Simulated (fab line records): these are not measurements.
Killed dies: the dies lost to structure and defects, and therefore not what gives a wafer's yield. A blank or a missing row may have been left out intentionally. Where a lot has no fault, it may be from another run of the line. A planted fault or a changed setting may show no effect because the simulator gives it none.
A lot that was struck, set against a sound lot / flow rit-cmos / 11 steps out of a route of 202
Sound: wafers L628.1, L628.3, L628.4. The struck wafers were L642.1, L642.4, L642.5. At the end, the cause is stated.
Per side, at each step with rows, come the tool, then ch with its chambers, and then its first start. Under that, the readings that differ: sound wafers / struck wafers / difference of the means / sigmas: that difference in standard deviations of wafers without a fault.
alike: words and numbers the same on both sides, and readings whose means are apart by under 2 such deviations; not compared: readings that were withheld, readings missing a value for some wafer, numbers with overlapping values and no deviation given by the record, and bounds like >300 which may hide the same value.
The two part at a step that has a row with sigmas, a row that says differs or no value, or rows on one side only. Numbers that don't overlap but have no deviation are shown without sigmas and don't part them. A reading that every wafer of one side lacks parts them only if that side has two wafers or more.

RIT_ACTIVE_BOW_MEAS_00:
  sound on film-metro-04 at day 2 06:00; struck on film-metro-04 at day 5 04:00
  alike: INCOMING_BOW
then, 1 step without rows for these wafers: RIT_ACTIVE_OXIDATION_01 (target thk 46.8 nm, ox time 3360 s).
RIT_ACTIVE_THK_MEAS_02:
  sound on film-metro-04 at day 2 08:03; struck on film-metro-04 at day 5 06:03
  alike: ACTIVE_OXIDE_THK
then, 1 step without rows for these wafers: RIT_ACTIVE_CVD_03 (deposits Si3N4 from SiH2Cl2/NH3, target thk 150 nm, time 1500 s).
RIT_ACTIVE_THK_MEAS_04:
  sound on film-metro-01 at day 2 09:32; struck on film-metro-01 at day 5 08:01
  alike: ACTIVE_NITRIDE_THK
then, 3 steps without rows for these wafers: RIT_ACTIVE_HMDS_05 (prime time 60 s); RIT_ACTIVE_COAT_06 (resist thk 1000 nm); RIT_ACTIVE_SOFTBAKE_07 (time 60 s).
RIT_ACTIVE_EXPOSE_08: exposes mask M1, target cd 1400 nm.
  sound on iline-stepper-01 ch 0, day 2 10:05; struck on iline-stepper-01 ch 0, day 5 08:37
reading=model.ACTIVE.overlay-x-nm (nm); sound=0.7206 0.7206 0.7206; struck=5.642 5.642 5.642; difference=+4.921; sigmas=
  alike: mask, focus-offset-nm
then, 2 steps without rows for these wafers: RIT_ACTIVE_PEB_09; RIT_M1_PROBE_99.

WHERE THEY PART
Nowhere in this record.

WHY: the cause the simulator had injected
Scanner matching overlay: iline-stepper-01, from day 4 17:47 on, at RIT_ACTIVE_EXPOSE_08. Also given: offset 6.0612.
